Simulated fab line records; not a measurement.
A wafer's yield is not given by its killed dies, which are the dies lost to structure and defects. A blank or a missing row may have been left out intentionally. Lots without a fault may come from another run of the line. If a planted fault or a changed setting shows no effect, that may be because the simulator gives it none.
What tool caused it? -- flow rit-cmos -- Sampling: 13 lots, 39 wafers, 3 of 202 route steps

WHAT EACH GAUGE READ, for each wafer
RIT_SILICIDE_THK_MEAS_03: measures by xrf.
lot,measured,on,SILICIDE_TI_THK (nm)
L752,day 3 17:19,film-metro-02,30.8 30.9 30.9
L753,day 3 21:51,film-metro-01,29.9 30.2 29.7
L754,day 4 02:25,film-metro-04,30.4 30.5 30.6
L755,day 4 09:28,film-metro-01,30.3 30.2 30.4
L757,day 4 14:44,film-metro-01,30.3 30.3 30.2
L765,day 6 09:03,film-metro-01,30.9 31.0 30.9
L766,day 6 12:31,film-metro-04,30.6 30.5 30.5
L768,day 6 23:59,film-metro-02,30.6 30.9 30.8
L769,day 7 03:56,film-metro-02,30.8 30.8 30.6
L770,day 7 11:00,film-metro-02,30.9 30.9 31.1
L771,day 7 15:30,film-metro-01,30.4 30.4 30.7
L772,day 7 18:52,film-metro-01,30.3 30.4 29.7
L773,day 8 02:40,film-metro-02,30.8 31.0 30.9

WHICH TOOL RAN EACH LOT (tool, then ch and the chambers of the sampled wafers, then the start)
lot,RIT_SPACER_CLEAN_01,RIT_PSD_STRIP_09
L752,"wet-bench-02 ch 2, day 3 10:38","plasma-asher-04 ch 0,1, day 3 15:54"
L753,"wet-bench-01 ch 2, day 3 15:21","plasma-asher-02 ch 0, day 3 20:24"
L754,"wet-bench-02 ch 3, day 3 19:37","plasma-asher-02 ch 0,1, day 4 00:56"
L755,"wet-bench-01 ch 2, day 4 02:53","plasma-asher-04 ch 0,1, day 4 07:58"
L757,"wet-bench-01 ch 1, day 4 07:14","plasma-asher-02 ch 0,1, day 4 13:18"
L765,"wet-bench-04 ch 3, day 6 02:29","plasma-asher-03 ch 0,1, day 6 07:40"
L766,"wet-bench-04 ch 3, day 6 05:47","plasma-asher-03 ch 0,1, day 6 11:05"
L768,"wet-bench-04 ch 1, day 6 17:36","plasma-asher-04 ch 0,1, day 6 22:32"
L769,"wet-bench-02 ch 2, day 6 21:04","plasma-asher-03 ch 0,1, day 7 02:31"
L770,"wet-bench-01 ch 3, day 7 04:02","plasma-asher-04 ch 0,1, day 7 09:23"
L771,"wet-bench-01 ch 0, day 7 08:49","plasma-asher-04 ch 0,1, day 7 13:52"
L772,"wet-bench-01 ch 2, day 7 12:16","plasma-asher-02 ch 0,1, day 7 17:13"
L773,"wet-bench-04 ch 2, day 7 18:40","plasma-asher-02 ch 0,1, day 8 01:13"
- RIT_SPACER_CLEAN_01: cleans in dHF, time 30 s.
- RIT_PSD_STRIP_09: strips in O2, time 180 s.

AS READ BY THE TOOLS THEMSELVES (means over the sampled wafers that have a number; for cases with no such wafer, the mark the record gives instead)
RIT_PSD_STRIP_09.
lot,tool,drypump-motor-current-A (A)
L752,plasma-asher-04,5.81
L753,plasma-asher-02,6.06
L754,plasma-asher-02,6.07
L755,plasma-asher-04,5.55
L757,plasma-asher-02,6.11
L765,plasma-asher-03,6.15
L766,plasma-asher-03,6.17
L768,plasma-asher-04,5.79
L769,plasma-asher-03,6.02
L770,plasma-asher-04,5.56
L771,plasma-asher-04,5.56
L772,plasma-asher-02,6.11
L773,plasma-asher-02,6.09

THE ANSWER, worked out from the rows above alone
Rule: usual is defined by the lots themselves. Put in order of their means at a reading, lots are off if they are a third of the lots or fewer, leave a main group of 4 or more, and stand apart from it by a gap of 3 or more times the standard deviation of the main group's means; of several such gaps the widest counts. Not used: any main group whose means are identical at the precision the tables above print for the reading. Also off: a lot with no number at a reading for which 4 or more lots have one. The other lots that the step has rows for count as sound. First the gauges in route order, then the tools' own readings, where a lot's mean is used as printed above. The first step at which some lot is off is used, and at that step the reading that is off furthest; a lot without a number counts as furthest.
Across all readings shown, no lot is off: no conclusion can be drawn from this.

WHAT THE SIMULATOR HAD INSERTED
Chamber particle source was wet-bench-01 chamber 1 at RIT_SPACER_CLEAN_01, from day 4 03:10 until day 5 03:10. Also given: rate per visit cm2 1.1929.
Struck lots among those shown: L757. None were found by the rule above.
